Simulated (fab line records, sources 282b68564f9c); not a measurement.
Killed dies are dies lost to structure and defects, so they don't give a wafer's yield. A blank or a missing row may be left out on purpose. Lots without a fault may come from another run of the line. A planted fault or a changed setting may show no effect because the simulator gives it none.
A struck lot beside a sound one | flow rit_cmos | 26 steps out of a route of 202
Sound: wafers L418.2, L418.5, L418.6. Struck: wafers L423.2, L423.5, L423.6. The cause comes at the end.
At each step with rows: each side's tool, then ch and its chambers, then its first start. Under that, the readings that differ: sound wafers | struck wafers | difference of the means | sigmas: that difference in standard deviations of wafers without a fault.
alike: readings whose means differ by less than 2 such deviations, and words and numbers that are the same on both sides. not compared: withheld readings, readings that some wafer has no value for, bounds like >300 that may hide the same value, and numbers for which the record gives no deviation and whose values overlap.
The two part at a step that has a row with sigmas, a row that says differs or no value, or rows on one side only. Numbers that don't overlap but have no deviation are shown without sigmas and don't part them. A reading that every wafer of one side lacks parts them only if that side has two wafers or more.

first, 4 steps without rows for these wafers: RIT_CONTACT_SOFTBAKE_04 (time 60 s); RIT_CONTACT_EXPOSE_05 (exposes mask M11, target cd 1000 nm); RIT_CONTACT_PEB_06; RIT_CONTACT_DEVELOP_07 (develop time 120 s).
RIT_CONTACT_CD_MEAS_08: target cd 1000 nm.
  sound on cd_sem-01, day 4 15:13; struck on cd_sem-01, day 5 15:40
  alike: cd_nm
RIT_CONTACT_OVL_MEAS_09:
  sound on overlay-02, day 4 15:20; struck on overlay-01, day 5 15:47
  alike: CONTACT_OVL
then, 1 step without rows for these wafers: RIT_CONTACT_HARDBAKE_10 (time 60 s).
RIT_CONTACT_ETCH_11: etches SiO2 in CHF3/CF4/Ar, stops on TiSi2, target depth 480 nm, time 320 s.
  sound on rie_diel-02 ch 0,1, day 4 15:31; struck on rie_diel-02 ch 0,3, day 5 15:58
  alike: drypump_motor_current_A, oes_product_au, rf_fwd_power_W, throttle_valve_pct
  not compared: rf_hours_counter_h
RIT_CONTACT_STRIP_12: strips in O2, time 180 s.
  sound on plasma_asher-02 ch 0,1, day 4 15:42; struck on plasma_asher-03 ch 0,1, day 5 16:09
  alike: drypump_motor_current_A
  not compared: rf_hours_counter_h
RIT_CONTACT_CD_MEAS_90: target cd 1000 nm.
  sound on cd_sem-02, day 4 15:54; struck on cd_sem-01, day 5 16:21
  alike: cd_nm
then, 2 steps without rows for these wafers: RIT_CONTACT_CLEAN_13 (cleans in SC1, time 600 s); RIT_CONTACT_CLEAN_14 (cleans in SC2, time 600 s).
RIT_M1_SPUTTER_00: material Al, target thk 400 nm, time 500 s.
  sound on pvd_sputter-02, day 4 16:21; struck on pvd_sputter-03, day 5 16:49
  reading                               | sound             | struck            | difference | sigmas
  model.Al_of_M1_SPUTTER_00.thk_nm (nm) | 399.9 391.5 398.5 | 546.1 545.9 546.7 | +149.6     |
  alike: substrate_temp_c, throttle_valve_pct
RIT_M1_RS_MEAS_01: measures by four-point-probe.
  sound on film_metro-02, day 4 16:40; struck on film_metro-04, day 5 17:25
  reading           | sound                | struck               | difference | sigmas
  M1_AL_RS (ohm/sq) | 0.0734 0.0751 0.0736 | 0.0535 0.0536 0.0533 | -0.0206    | -27
  not compared: hold
RIT_M1_THK_MEAS_02: measures by xrf.
  sound on film_metro-02, day 4 16:46; struck on film_metro-04, day 6 00:23
  reading        | sound       | struck      | difference | sigmas
  M1_AL_THK (nm) | 403 396 403 | 550 550 551 | +150       | +34
  not compared: hold
then, 5 steps without rows for these wafers: RIT_M1_COAT_04 (resist thk 1300 nm); RIT_M1_SOFTBAKE_05 (time 60 s); RIT_M1_EXPOSE_06 (exposes mask M12, target cd 2600 nm); RIT_M1_PEB_07; RIT_M1_DEVELOP_08 (develop time 68 s).
RIT_M1_CD_MEAS_09: target cd 2600 nm.
  sound on cd_sem-02, day 4 17:51; struck on cd_sem-02, day 6 06:38
  alike: cd_nm
RIT_M1_OVL_MEAS_10:
  sound on overlay-02, day 4 17:57; struck on overlay-02, day 6 06:44
  alike: M1_OVL
then, 1 step without rows for these wafers: RIT_M1_HARDBAKE_11 (time 120 s).
RIT_M1_METAL_ETCH_12: etches Al in Cl2/BCl3, stops on SiO2, time 165 s, target depth 600 nm.
  sound on rie_metal-01 ch 0,1, day 4 18:14; struck on rie_metal-03 ch 0,1, day 6 07:01
  reading               | sound             | struck            | difference | sigmas
  oes_product_au (a.u.) | 0.791 0.777 0.744 | 0.923 0.926 0.943 | +0.160     | +12
  alike: drypump_motor_current_A, rf_fwd_power_W, throttle_valve_pct
  not compared: rf_hours_counter_h
then, 1 step without rows for these wafers: RIT_M1_STRIP_13 (strips in nmp, time 600 s).
RIT_M1_PROBE_99:
  sound on prober-01, day 4 20:32; struck on prober-02, day 6 12:31
  reading | sound | struck                                                                     | difference                   | sigmas
  hold    | - - - | await_dispo/2.9h/release await_dispo/2.9h/release await_dispo/2.9h/release | no value on the sound wafers |
  alike: defect_limited_yield, killed_at_contacts, killed_at_front_end, killed_dies, killed_open, killed_short, sort_bin_3_pad_short, sort_bin_5_function, sort_bin_6_memory, sort_n_pass, sort_yield_pct

WHERE THEY PART
First at RIT_M1_RS_MEAS_01; last, within this record, at RIT_M1_PROBE_99.

WHY: what the simulator had put in
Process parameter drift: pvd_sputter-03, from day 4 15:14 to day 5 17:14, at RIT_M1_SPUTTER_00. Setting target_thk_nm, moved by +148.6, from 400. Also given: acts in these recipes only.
